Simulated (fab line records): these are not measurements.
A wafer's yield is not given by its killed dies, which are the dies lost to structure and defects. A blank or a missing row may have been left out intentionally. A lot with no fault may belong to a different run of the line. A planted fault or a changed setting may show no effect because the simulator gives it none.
The tool behind it: which one? / flow berkeley_cmos170 / 15 lots, 45 wafers sampled, at 3 steps of a route of 331

WHAT EACH GAUGE READ, for each wafer
UCB170_WELLDRIVE_THK_MEAS_02. Usual: WELLDRIVE_OXIDE_THK typically reads 200 nm, with standard deviation 5.1.
lot=L472; measured=day 3 22:40; on=film_metro-04; WELLDRIVE_OXIDE_THK (nm)=197 197 197; flag=
lot=L473; measured=day 4 10:52; on=film_metro-04; WELLDRIVE_OXIDE_THK (nm)=196 198 196; flag=
lot=L475; measured=day 4 10:53; on=film_metro-03; WELLDRIVE_OXIDE_THK (nm)=198 200 199; flag=
lot=L474; measured=day 4 10:55; on=film_metro-01; WELLDRIVE_OXIDE_THK (nm)=202 206 202; flag=
lot=L478; measured=day 5 05:40; on=film_metro-03; WELLDRIVE_OXIDE_THK (nm)=203 200 198; flag=
lot=L477; measured=day 5 05:41; on=film_metro-04; WELLDRIVE_OXIDE_THK (nm)=203 205 203; flag=
lot=L479; measured=day 5 13:31; on=film_metro-01; WELLDRIVE_OXIDE_THK (nm)=205 207 205; flag=
lot=L486; measured=day 6 13:23; on=film_metro-03; WELLDRIVE_OXIDE_THK (nm)=197 199 196; flag=
lot=L487; measured=day 7 04:14; on=film_metro-03; WELLDRIVE_OXIDE_THK (nm)=189 192 190; flag=
lot=L488; measured=day 7 04:16; on=film_metro-04; WELLDRIVE_OXIDE_THK (nm)=192 195 194; flag=
lot=L489; measured=day 7 13:34; on=film_metro-01; WELLDRIVE_OXIDE_THK (nm)=193 194 197; flag=
lot=L490; measured=day 8 03:19; on=film_metro-04; WELLDRIVE_OXIDE_THK (nm)=207 204 204; flag=
lot=L494; measured=day 8 03:21; on=film_metro-01; WELLDRIVE_OXIDE_THK (nm)=207 205 208; flag=
lot=L493; measured=day 8 03:22; on=film_metro-03; WELLDRIVE_OXIDE_THK (nm)=205 203 205; flag=
lot=L495; measured=day 8 16:39; on=film_metro-04; WELLDRIVE_OXIDE_THK (nm)=198 194 193; flag=

UCB170_PFIELD_TW_MEAS_09. Usual: PFIELD_TW typically reads 601, with standard deviation 6.7.
lot=L472; measured=day 4 22:38; on=film_metro-02; PFIELD_TW=595 599 603; flag=
lot=L473; measured=day 5 08:20; on=film_metro-03; PFIELD_TW=605 605 602; flag=
lot=L475; measured=day 5 08:07; on=film_metro-01; PFIELD_TW=743 740 743; flag=OFF
lot=L474; measured=day 5 08:49; on=film_metro-01; PFIELD_TW=742 741 743; flag=OFF
lot=L478; measured=day 6 10:26; on=film_metro-03; PFIELD_TW=608 604 605; flag=
lot=L477; measured=day 6 10:37; on=film_metro-01; PFIELD_TW=595 593 594; flag=
lot=L479; measured=day 6 12:17; on=film_metro-03; PFIELD_TW=759 757 754; flag=OFF
lot=L486; measured=day 7 13:17; on=film_metro-02; PFIELD_TW=597 595 593; flag=
lot=L487; measured=day 8 06:07; on=film_metro-03; PFIELD_TW=602 603 604; flag=
lot=L488; measured=day 8 05:42; on=film_metro-02; PFIELD_TW=598 598 599; flag=
lot=L489; measured=day 8 16:31; on=film_metro-02; PFIELD_TW=597 597 599; flag=
lot=L490; measured=day 9 00:55; on=film_metro-01; PFIELD_TW=593 595 595; flag=
lot=L494; measured=day 9 01:02; on=film_metro-01; PFIELD_TW=594 595 596; flag=
lot=L493; measured=day 8 23:52; on=film_metro-03; PFIELD_TW=604 607 604; flag=
lot=L495; measured=day 9 18:05; on=film_metro-03; PFIELD_TW=610 607 605; flag=

WHAT TOOL EACH LOT RAN ON (gives the tool, then ch and the chambers of the sampled wafers, and finally the start)
lot=L472; UCB170_PFIELD_IMPLANT_07=implanter-02 ch 0, day 4 22:24
lot=L473; UCB170_PFIELD_IMPLANT_07=implanter-03 ch 0, day 5 08:06
lot=L475; UCB170_PFIELD_IMPLANT_07=implanter-04 ch 0, day 5 07:35
lot=L474; UCB170_PFIELD_IMPLANT_07=implanter-02 ch 0, day 5 08:16
lot=L478; UCB170_PFIELD_IMPLANT_07=implanter-03 ch 0, day 6 10:11
lot=L477; UCB170_PFIELD_IMPLANT_07=implanter-04 ch 0, day 6 10:23
lot=L479; UCB170_PFIELD_IMPLANT_07=implanter-02 ch 0, day 6 11:44
lot=L486; UCB170_PFIELD_IMPLANT_07=implanter-02 ch 0, day 7 13:02
lot=L487; UCB170_PFIELD_IMPLANT_07=implanter-02 ch 0, day 8 05:52
lot=L488; UCB170_PFIELD_IMPLANT_07=implanter-03 ch 0, day 8 05:29
lot=L489; UCB170_PFIELD_IMPLANT_07=implanter-03 ch 0, day 8 16:16
lot=L490; UCB170_PFIELD_IMPLANT_07=implanter-04 ch 0, day 9 00:40
lot=L494; UCB170_PFIELD_IMPLANT_07=implanter-03 ch 0, day 9 00:47
lot=L493; UCB170_PFIELD_IMPLANT_07=implanter-02 ch 0, day 8 23:37
lot=L495; UCB170_PFIELD_IMPLANT_07=implanter-03 ch 0, day 9 17:51
- UCB170_PFIELD_IMPLANT_07

WHAT THE TOOLS THEMSELVES READ (means of the sampled wafers that have a number; where no wafer has one, the mark that the record gives instead)
UCB170_PFIELD_IMPLANT_07. Usual: beam_energy_keV 79.996, standard deviation 0.026.
lot=L472 tool=implanter-02 beam_energy_keV=79.988 flag=
lot=L473 tool=implanter-03 beam_energy_keV=80.002 flag=
lot=L475 tool=implanter-04 beam_energy_keV=79.998 flag=
lot=L474 tool=implanter-02 beam_energy_keV=79.998 flag=
lot=L478 tool=implanter-03 beam_energy_keV=80.005 flag=
lot=L477 tool=implanter-04 beam_energy_keV=80.013 flag=
lot=L479 tool=implanter-02 beam_energy_keV=79.995 flag=
lot=L486 tool=implanter-02 beam_energy_keV=79.953 flag=
lot=L487 tool=implanter-02 beam_energy_keV=80.020 flag=
lot=L488 tool=implanter-03 beam_energy_keV=80.015 flag=
lot=L489 tool=implanter-03 beam_energy_keV=79.997 flag=
lot=L490 tool=implanter-04 beam_energy_keV=79.990 flag=
lot=L494 tool=implanter-03 beam_energy_keV=79.971 flag=
lot=L493 tool=implanter-02 beam_energy_keV=80.030 flag=
lot=L495 tool=implanter-03 beam_energy_keV=79.993 flag=

THE ANSWER, worked out from the rows above alone
Rule: a lot is off if the mean of its wafers that have a number lies more than 3 standard deviations from the usual mean. Also off: a lot with no number at a reading for which 4 or more lots have one. All remaining lots with rows at the step are treated as sound. After the gauges, taken in route order, come the tools' own readings; for these a lot's mean is taken, as printed above. At the first step where some lot is off, the reading lying furthest off is the one used; lots without a number count as furthest.
Off: L475, L474, L479, seen at UCB170_PFIELD_TW_MEAS_09 (PFIELD_TW).
If a tool, at a process step before that reading, ran all the lots that are off and no sound lot after the first of them, it fits. Those tools and the gauges at UCB170_PFIELD_TW_MEAS_09 are tried in the same way. None of those tried fits.

WHAT THE SIMULATOR HAD PUT IN
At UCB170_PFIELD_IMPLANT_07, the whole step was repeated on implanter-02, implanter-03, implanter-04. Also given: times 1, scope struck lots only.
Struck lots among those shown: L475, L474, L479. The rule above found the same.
